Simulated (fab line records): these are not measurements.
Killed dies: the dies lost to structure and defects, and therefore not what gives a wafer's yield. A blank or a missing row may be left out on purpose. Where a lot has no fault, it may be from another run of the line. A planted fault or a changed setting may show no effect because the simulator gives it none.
Lot-split experiment | flow berkeley_cmos170 | 23 wafers read from 5 lots, route of 331 steps

## THE SPLIT
At UCB170_SACOX_OXIDATION_01 (target thk 14.4 nm, ox time 2400 s), the setting ox_time_s was moved away from the recipe's 2400 s on 15 of the 23 wafers read, by -8.5% to +7.3%. This setting was run at the recipe's value on the other wafers.

The reading is taken at the split's own step.

## THE READING
SiO2_of_SACOX_OXIDATION_01.thk_nm (the simulator's own value, which no gauge read), in nm, at UCB170_SACOX_OXIDATION_01 (target thk 14.4 nm, ox time 2400 s). No usual value for it is given in the file. Across the 8 wafers here that went through the recipe, the average is 14.82 nm and the standard deviation 0.26 nm.

wafer  | tool, chamber at the split | ox_time_s as run, s | against the recipe | SiO2_of_SACOX_OXIDATION_01.thk_nm, nm | against lot-mates on the recipe
L074.1 | -, -                       | 2400                | recipe             | 14.95                                 | -
L074.2 | -, -                       | 2400                | recipe             | 15.1                                  | -
L074.4 | -, -                       | 2400                | recipe             | 15.12                                 | -
L074.5 | -, -                       | 2400                | recipe             | 14.84                                 | -
L074.6 | -, -                       | 2400                | recipe             | 14.88                                 | -
L075.1 | furnace-01, 0              | 2400                | recipe             | 14.26                                 | -
L075.3 | furnace-01, 0              | 2400                | recipe             | 14.71                                 | -
L075.6 | furnace-01, 0              | 2400                | recipe             | 14.72                                 | -
L078.1 | -, -                       | 2196                | -8.5%              | 13.11                                 | no lot-mate on the recipe
L078.3 | -, -                       | 2196                | -8.5%              | 13.44                                 | no lot-mate on the recipe
L078.4 | -, -                       | 2196                | -8.5%              | 13.23                                 | no lot-mate on the recipe
L078.5 | -, -                       | 2196                | -8.5%              | 13.15                                 | no lot-mate on the recipe
L078.6 | -, -                       | 2196                | -8.5%              | 13.16                                 | no lot-mate on the recipe
L079.1 | -, -                       | 2281                | -5.0%              | 14.04                                 | no lot-mate on the recipe
L079.2 | -, -                       | 2281                | -5.0%              | 13.91                                 | no lot-mate on the recipe
L079.4 | -, -                       | 2281                | -5.0%              | 13.85                                 | no lot-mate on the recipe
L079.5 | -, -                       | 2281                | -5.0%              | 13.94                                 | no lot-mate on the recipe
L079.6 | -, -                       | 2281                | -5.0%              | 14.02                                 | no lot-mate on the recipe
L081.2 | -, -                       | 2576                | +7.3%              | 15.02                                 | no lot-mate on the recipe
L081.3 | -, -                       | 2576                | +7.3%              | 15.14                                 | no lot-mate on the recipe
L081.4 | -, -                       | 2576                | +7.3%              | 15.42                                 | no lot-mate on the recipe
L081.5 | -, -                       | 2576                | +7.3%              | 14.94                                 | no lot-mate on the recipe
L081.6 | -, -                       | 2576                | +7.3%              | 15.2                                  | no lot-mate on the recipe

THE FIT
A straight line over all 23 wafers: SiO2_of_SACOX_OXIDATION_01.thk_nm changes by +0.122 nm for each +1% of ox_time_s; r = +0.91; the points scatter about the line by 0.32 nm.
Too few moved wafers have a lot-mate on the recipe to fit a line with each lot's own level taken away.

## THE FILE'S OWN FIT
SiO2_of_SACOX_OXIDATION_01.thk_nm changes by +0.123 nm for each +1% of ox_time_s, r = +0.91.
